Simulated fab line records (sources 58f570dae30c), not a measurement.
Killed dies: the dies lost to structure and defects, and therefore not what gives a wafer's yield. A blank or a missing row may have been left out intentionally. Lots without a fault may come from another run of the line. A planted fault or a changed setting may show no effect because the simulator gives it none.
One fault seen from 2 desks -- flow berkeley-cmos170 -- only its own numbers are on each desk; what lay behind them is given at the end

## THE TOOL OWNER'S DESK: furnace-01
At UCB170_SPACER_ANNEAL_02 (time 1800 s), the tool's own readings, given per lot that ran on this tool as the mean of the sampled wafers with a number. Marked OUT: a lot whose mean sits more than 4 standard deviations from the usual mean, which makes it out of limits; the brackets give that distance.
Columns: A = zone-power-load-pct at UCB170_SPACER_ANNEAL_02, usual 27.0 %
lot,first seen here,A
L636,day 6 08:54,26.1
L637,day 6 16:10,26.0
L640,day 7 14:22,26.3
L642,day 7 14:22,26.1
This desk found nothing out of limits on any of the 4 lots.

## THE METROLOGY DESK
What the gauges read for every lot (on any tool): the sampled wafers with a number, averaged. Marked OUT: a lot whose mean sits more than 4 standard deviations from the usual mean, which makes it out of limits; the brackets give that distance.
Columns: A = PLDD_RS at UCB170_SDANNEAL_RS_MEAS_04, usual 1032.3 ohm/sq; B = NLDD_RS at UCB170_SDANNEAL_RS_MEAS_05, usual 616.6 ohm/sq; C = cd-nm at UCB170_CONTACT_CD_MEAS_15, usual 699.7 nm
lot,first seen here,A,B,C
L636,day 6 17:22,1031.7,616.4,699.2
L637,day 6 22:22,1031.4,615.0,700.0
L642,day 7 21:25,1097.6 (+25) OUT,623.2 (+5.1) OUT,698.7
L640,day 7 21:32,1093.7 (+24) OUT,625.3 (+6.7) OUT,699.6
L643,day 8 03:23,1032.1,616.7,698.3
L648,day 9 02:11,1030.7,615.7,701.0
L646,day 9 02:56,1034.6,614.2,700.0
L649,day 9 12:44,1031.7,615.7,698.8
L650,day 10 00:39,1030.8,616.9,699.4
L652,day 10 01:22,1034.1,615.5,701.4
L654,day 10 07:11,1031.6,616.0,699.2
L653,day 10 07:38,1031.1,616.0,701.0
L655,day 10 19:53,1028.3,618.4,698.8
L659,day 11 17:40,1031.7,617.4,698.3
This desk's result: L640, L642 out of limits, first on L642 (PLDD_RS at UCB170_SDANNEAL_RS_MEAS_04), day 7 21:25. Within limits: L636, L637, L643, L648, L646, L649, L650, L652, L654, L653, L655, L659.

## TAKEN TOGETHER
An alarm was possible from the metrology desk at day 7 21:25, on L640, L642.
The tool owner's desk saw nothing out of limits.
On record at the tool owner's desk: L640, L642, within its limits.
Of the lots named, all ran UCB170_SPACER_ANNEAL_02 on furnace-01.

## WHAT THE SIMULATOR PUT IN
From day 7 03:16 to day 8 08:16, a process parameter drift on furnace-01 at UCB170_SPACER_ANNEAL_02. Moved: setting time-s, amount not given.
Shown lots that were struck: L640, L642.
Hours from the fault's start to each desk's first reading out of limits: the metrology desk, 18.
